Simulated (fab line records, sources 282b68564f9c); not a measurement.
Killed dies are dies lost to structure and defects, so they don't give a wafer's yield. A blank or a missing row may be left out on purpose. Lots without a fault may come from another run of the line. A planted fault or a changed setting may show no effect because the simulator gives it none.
One fault seen from 2 desks | flow rit_cmos | each desk has only its own numbers; what lay behind them comes last

THE TOOL OWNER'S DESK: implanter-04
The tool's own readings at RIT_PLDD_IMPLANT_08: means of the sampled wafers that have a number, for each lot that ran on this tool. A lot is out of limits, marked OUT, if its mean lies more than 4 standard deviations from the usual mean; the brackets give that distance.
Columns: A = dose_ions_cm2 at RIT_PLDD_IMPLANT_08, usual 8.998e+14; B = faraday_current_uA at RIT_PLDD_IMPLANT_08, usual 2817
lot  | first seen here | A                           | B
L211 | day 3 00:35     | 8.991e+14                   | 2800
L213 | day 3 08:07     | 9.002e+14                   | 2928
L223 | day 5 06:52     | 8.987e+14                   | 2800
L225 | day 5 17:16     | 6.355e+14 (-99 or more) OUT | 1978 (-14) OUT
L226 | day 6 02:29     | 6.361e+14 (-99 or more) OUT | 2003 (-13) OUT
This desk's finding: out of limits on L225, L226; first on L225, day 5 17:16 (dose_ions_cm2 at RIT_PLDD_IMPLANT_08). In limits: L211, L213, L223.

THE METROLOGY DESK
What the gauges read, lot by lot, whatever tool the lot ran on: means of the sampled wafers that have a number. A lot is out of limits, marked OUT, if its mean lies more than 4 standard deviations from the usual mean; the brackets give that distance.
Columns: A = PLDD_TW at RIT_PLDD_TW_MEAS_10, usual 2348; B = PLDD_RS at RIT_SDANNEAL_RS_MEAS_06, usual 178.9 ohm/sq
lot  | first seen here | A               | B
L211 | day 3 00:54     | 2381            | 179.0
L212 | day 3 02:29     | 2373            | 179.9
L213 | day 3 08:27     | 2308            | 179.3
L214 | day 3 12:46     | 2378            | 179.0
L216 | day 3 21:10     | 2307            | 178.9
L217 | day 4 01:32     | 2314            | 178.8
L223 | day 5 07:10     | 2367            | 179.1
L225 | day 5 17:35     | 2126 (-7.2) OUT | 215.8 (+82) OUT
L226 | day 6 02:49     | 2181 (-5.4) OUT | 215.1 (+81) OUT
L227 | day 6 10:01     | 2325            | 179.2
L228 | day 6 12:41     | 2375            | 179.1
L229 | day 6 23:11     | 2322            | 178.7
L233 | day 7 17:26     | 2359            | 178.9
L234 | day 8 01:06     | 2364            | 178.7
This desk's finding: out of limits on L225, L226; first on L225, day 5 17:35 (PLDD_TW at RIT_PLDD_TW_MEAS_10). In limits: L211, L212, L213, L214, L216, L217, L223, L227, L228, L229, L233, L234.

PUT TOGETHER
The tool owner's desk could have raised an alarm at day 5 17:16, on L225, L226.
The metrology desk could have raised an alarm at day 5 17:35, on L225, L226.
Of the lots named, all ran RIT_PLDD_IMPLANT_08 on implanter-04.

WHAT THE SIMULATOR HAD PUT IN
Process parameter drift: implanter-04, from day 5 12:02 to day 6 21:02, at RIT_PLDD_IMPLANT_08. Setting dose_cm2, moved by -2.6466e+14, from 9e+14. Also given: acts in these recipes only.
Lots struck among those shown: L225, L226.
Hours from the fault's start to each desk's first reading out of limits: the tool owner's desk, 5; the metrology desk, 6.
